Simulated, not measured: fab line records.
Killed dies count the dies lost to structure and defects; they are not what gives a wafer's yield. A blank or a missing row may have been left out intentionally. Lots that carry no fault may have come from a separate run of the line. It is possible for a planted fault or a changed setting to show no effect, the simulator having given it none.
Struck lot and sound lot, side by side ; flow rit_cmos ; 43 out of 202 route steps
Sound: wafers L947.1, L947.4, L947.6. Struck: wafer L964.4 (L964.2, L964.6, from the same lot, were not struck and are left out); the cause is given at the end.
Per side, at each step with rows, come the tool, then ch with its chambers, and then its first start. Under that, the readings that differ: sound wafers ; struck wafers ; difference of the means ; sigmas: that difference in standard deviations of wafers without a fault.
alike: words and numbers the same on both sides, and readings whose means are apart by under 2 such deviations; not compared: readings that were withheld, readings missing a value for some wafer, numbers with overlapping values and no deviation given by the record, and bounds like >300 which may hide the same value.
Wherever a step has rows on one side only, a row that says differs or no value, or a row with sigmas, the two part there. Numbers that don't overlap but have no deviation are shown without sigmas and don't part them. A reading that every wafer of one side lacks parts them only if that side has two wafers or more.

RIT_SDANNEAL_RTA_03: time 4.891 s.
  sound on rtp_anneal-01 ch 0, day 4 03:12; struck on rtp_anneal-01 ch 0, day 8 00:44
  alike: ramp_up_c_per_s, wafer_temp_C_max
RIT_SDANNEAL_RS_MEAS_04: measurement is done with a four-point probe.
  sound: film_metro-04 at day 4 03:16; struck: film_metro-04 at day 8 00:49
  alike: PSD_RS
RIT_SDANNEAL_RS_MEAS_05: measurement is done with a four-point probe.
  sound: film_metro-04 at day 4 03:23; struck: film_metro-04 at day 8 00:56
  alike: NSD_RS
RIT_SDANNEAL_RS_MEAS_06: measurement is done with a four-point probe.
  sound: film_metro-04 at day 4 03:30; struck: film_metro-04 at day 8 01:03
  alike: PLDD_RS
RIT_SDANNEAL_RS_MEAS_07: measurement is done with a four-point probe.
  sound: film_metro-04 at day 4 03:37; struck: film_metro-04 at day 8 01:10
  alike: NLDD_RS
then, 2 steps without rows for these wafers: RIT_SILICIDE_WET_ETCH_00 (etches SiO2 in BOE, target depth 14 nm, time 15 s); RIT_SILICIDE_SPUTTER_01 (material Ti, target thk 30 nm, time 240 s).
RIT_SILICIDE_RS_MEAS_02: measurement is done with a four-point probe.
  sound: film_metro-02 at day 4 03:54; struck: film_metro-04 at day 8 01:32
  alike: SILICIDE_TI_RS
RIT_SILICIDE_THK_MEAS_03: measures by xrf.
  sound: film_metro-02 at day 4 04:01; struck: film_metro-04 at day 8 01:39
  alike: SILICIDE_TI_THK
RIT_SILICIDE_RTA_04: time 10 s, ramp up 5 s, ramp down 5 s.
  sound on rtp_anneal-02 ch 0, day 4 04:05; struck on rtp_anneal-02 ch 0, day 8 01:43
  alike: wafer_temp_C_max
then, 1 step without rows for these wafers: RIT_SILICIDE_WET_ETCH_05 (etches Ti in SPM, time 120 s).
RIT_SILICIDE_RTA_06: time 10 s, ramp up 5 s, ramp down 10 s.
  sound on rtp_anneal-01 ch 0, day 4 04:11; struck on rtp_anneal-01 ch 0, day 8 01:50
  alike: wafer_temp_C_max
RIT_CONTACT_CVD_00: deposits SiO2 from TEOS, target thk 400 nm, time 61 s.
  sound on pecvd-01 ch 0,1,2, day 4 04:16; struck on pecvd-03 ch 1, day 8 01:53
reading;sound;struck;difference;sigmas
rf_fwd_power_W (W);396.3 395.8 396.4;559.7;+163.5;+91
model.SiO2_of_CONTACT_CVD_00.thk_nm (nm);399.4 408.2 404;444.6;+40.7;
  alike: heater_power_w
RIT_CONTACT_THK_MEAS_01:
  sound: film_metro-01 at day 4 04:19; struck: film_metro-01 at day 8 01:57
reading;sound;struck;difference;sigmas
CONTACT_TEOS_THK (nm);399 408 405;445;+41;+8
then, 6 steps without rows for these wafers: RIT_CONTACT_HMDS_02 (prime time 60 s); RIT_CONTACT_COAT_03 (resist thk 1000 nm); RIT_CONTACT_SOFTBAKE_04 (time 60 s); RIT_CONTACT_EXPOSE_05 (exposes mask M11, target cd 1000 nm); RIT_CONTACT_PEB_06; RIT_CONTACT_DEVELOP_07 (develop time 120 s).
RIT_CONTACT_CD_MEAS_08 targets a cd of 1000 nm.
  sound: cd_sem-01 at day 4 05:28; struck: cd_sem-01 at day 8 02:59
  alike: cd_nm
RIT_CONTACT_OVL_MEAS_09:
  sound: overlay-02 at day 4 05:35; struck: overlay-01 at day 8 03:06
  alike: CONTACT_OVL
then, 1 step without rows for these wafers: RIT_CONTACT_HARDBAKE_10 (time 60 s).
RIT_CONTACT_ETCH_11: etches SiO2 in CHF3/CF4/Ar, stops on TiSi2, target depth 480 nm, time 320 s.
  sound on rie_diel-01 ch 1,2,3, day 4 05:46; struck on rie_diel-02 ch 1, day 8 03:17
reading;sound;struck;difference;sigmas
model.etch.depth_nm (nm);399.4 408.2 404;444.6;+40.7;
model.CONTACT.feature_depth_nm (nm);399.4 408.2 404;444.6;+40.7;
  alike: CHF3_flow_sccm, drypump_motor_current_A, oes_product_au, throttle_valve_pct
  not compared: rf_hours_counter_h
RIT_CONTACT_STRIP_12: strips in O2, time 180 s.
  sound on plasma_asher-03 ch 1, day 4 05:58; struck on plasma_asher-01 ch 0, day 8 03:28
  alike: drypump_motor_current_A
  not compared: rf_hours_counter_h
RIT_CONTACT_CD_MEAS_90 targets a cd of 1000 nm.
  sound: cd_sem-02 at day 4 06:08; struck: cd_sem-01 at day 8 03:40
  alike: cd_nm
then, 2 steps without rows for these wafers: RIT_CONTACT_CLEAN_13 (cleans in SC1, time 600 s); RIT_CONTACT_CLEAN_14 (cleans in SC2, time 600 s).
RIT_M1_SPUTTER_00: material Al, target thk 400 nm, time 500 s.
  sound: pvd_sputter-01 at day 4 06:47; struck: pvd_sputter-02 at day 8 04:19
  alike: throttle_valve_pct
RIT_M1_RS_MEAS_01: measurement is done with a four-point probe.
  sound: film_metro-03 at day 4 07:05; struck: film_metro-04 at day 8 04:37
  alike: M1_AL_RS
RIT_M1_THK_MEAS_02: measures by xrf.
  sound: film_metro-03 at day 4 07:12; struck: film_metro-04 at day 8 04:44
  alike: M1_AL_THK
then, 6 steps without rows for these wafers: RIT_M1_HMDS_03 (prime time 60 s); RIT_M1_COAT_04 (resist thk 1300 nm); RIT_M1_SOFTBAKE_05 (time 60 s); RIT_M1_EXPOSE_06 (exposes mask M12, target cd 2600 nm); RIT_M1_PEB_07; RIT_M1_DEVELOP_08 (develop time 68 s).
RIT_M1_CD_MEAS_09 targets a cd of 2600 nm.
  sound: cd_sem-02 at day 4 08:16; struck: cd_sem-01 at day 8 05:41
  alike: cd_nm
RIT_M1_OVL_MEAS_10:
  sound: overlay-02 at day 4 08:23; struck: overlay-01 at day 8 05:47
  alike: M1_OVL
then, 1 step without rows for these wafers: RIT_M1_HARDBAKE_11 (time 120 s).
RIT_M1_METAL_ETCH_12: etches Al in Cl2/BCl3, stops on SiO2, time 165 s, target depth 600 nm.
  sound on rie_metal-04 ch 0,1, day 4 08:40; struck on rie_metal-03 ch 0, day 8 06:04
reading;sound;struck;difference;sigmas
model.SiO2_of_CONTACT_CVD_00.thk_nm (nm);362.3 371.1 366.9;408.9;+42.1;
  alike: drypump_motor_current_A, oes_product_au, throttle_valve_pct
  not compared: rf_hours_counter_h
then, 1 step without rows for these wafers: RIT_M1_STRIP_13 (strips in nmp, time 600 s).
RIT_M1_PROBE_99:
  sound: prober-02 at day 4 11:40; struck: prober-01 at day 8 09:41
reading;sound;struck;difference;sigmas
killed_at_M0_to_M3;0 0 0;1;+1;+7
model.etest.field_p_metal.vt_v (V);-29.91 -30.38 -30.04;-31.16;-1.05;
model.etest.antenna_contact.vt_shift_v (V);-0.009124 -0.008609 -0.0137;-0.003583;+0.006895;
  alike: killed_at_contacts, killed_at_front_end, killed_dies, killed_open, killed_short

## WHERE THEY PART
Last at RIT_M1_PROBE_99 as far as this record goes, first at RIT_CONTACT_CVD_00.

WHY: what the simulator had put in
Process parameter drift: pecvd-03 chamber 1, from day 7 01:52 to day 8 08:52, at RIT_CONTACT_CVD_00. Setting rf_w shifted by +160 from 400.
